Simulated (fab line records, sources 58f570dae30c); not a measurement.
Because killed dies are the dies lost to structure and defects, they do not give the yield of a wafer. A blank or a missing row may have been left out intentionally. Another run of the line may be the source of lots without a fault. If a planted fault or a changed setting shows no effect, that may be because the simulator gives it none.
Comparing a struck lot with a sound one :: flow berkeley_cmos170 :: 15 steps out of a route of 331
Sound: wafers L324.2, L324.4, L324.5. The struck wafers were L339.2, L339.5, L339.6. At the end, the cause is stated.
At each step with rows: each side's tool, then ch and its chambers, then its first start. Under that, the readings that differ: sound wafers :: struck wafers :: difference of the means :: sigmas: that difference in standard deviations of wafers without a fault.
alike: a reading whose means differ by less than 2 such deviations, as well as words and numbers matching on both sides. not compared: withheld readings; readings where some wafer has no value; bounds like >300 that might hide an equal value; numbers whose values overlap and for which the record gives no deviation.
The two part at a step that has a row with sigmas, a row that says differs or no value, or rows on one side only. Numbers that don't overlap but have no deviation are shown without sigmas and don't part them. Lack of a reading on every wafer of one side parts them only where that side has two or more wafers.

first, 1 step without rows for these wafers: UCB170_M1_ANNEAL_14 (time 1200 s).
UCB170_V1_CVD_00: deposits SiO2 from TEOS/O2, target thk 2000 nm, time 250 s.
  sound on pecvd-04 ch 0,2, day 9 19:44; struck on pecvd-02 ch 1,2, day 12 22:30
  alike: heater_power_w, pressure_mtorr
  not compared: since_wet_clean_h
UCB170_V1_THK_MEAS_01:
  struck on film_metro-04, day 12 22:45; sound on film_metro-03, day 9 19:53
  alike: V1_TEOS_THK
UCB170_V1_CMP_02: polishes SiO2.
  sound on cmp-01 ch 0,2, day 9 19:56; struck on cmp-01 ch 1,2, day 12 22:51
  alike: motor_current_A
UCB170_V1_BOW_MEAS_03:
  struck on film_metro-03, day 12 23:07; sound on film_metro-01, day 9 20:16
  alike: V1_BOW
UCB170_V1_THK_MEAS_04:
  struck on film_metro-03, day 12 23:14; sound on film_metro-01, day 9 20:22
  alike: V1_POLISHED_THK
then, 6 steps without rows for these wafers: UCB170_V1_CLEAN_05 (cleans in DIW); UCB170_V1_HMDS_06 (prime time 60 s); UCB170_V1_COAT_07 (resist thk 900 nm); UCB170_V1_SOFTBAKE_08 (time 60 s); UCB170_V1_EXPOSE_09 (exposes mask VIA1, target cd 700 nm); UCB170_V1_PEB_10.
UCB170_V1_DEVELOP_11: develop time 45 s.
  sound on litho_track-01 ch 0, day 9 21:00; struck on litho_track-02 ch 0, day 13 00:00
reading: developer_temp_C (C)
sound: 20.92 20.89 21.01
struck: 19.11 19.13 18.96
difference: -1.87
sigmas: -17
UCB170_V1_CD_MEAS_12 targets a cd of 700 nm.
  struck on cd_sem-01, day 13 00:56; sound on cd_sem-01, day 9 21:47
reading: cd_nm (nm)
sound: 698.2 698.3 699.2
struck: 701.9 701.9 700.6
difference: +2.9
sigmas: +2
UCB170_M3_PROBE_99:
  the record has rows for the struck wafers here (prober-02, day 13 12:13) and none for the sound ones

WHERE THEY PART
Last at UCB170_M3_PROBE_99 as far as this record goes, first at UCB170_V1_DEVELOP_11.

WHY: what had been put in by the simulator
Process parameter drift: litho_track-02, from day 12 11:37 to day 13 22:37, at UCB170_V1_DEVELOP_11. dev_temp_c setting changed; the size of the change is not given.
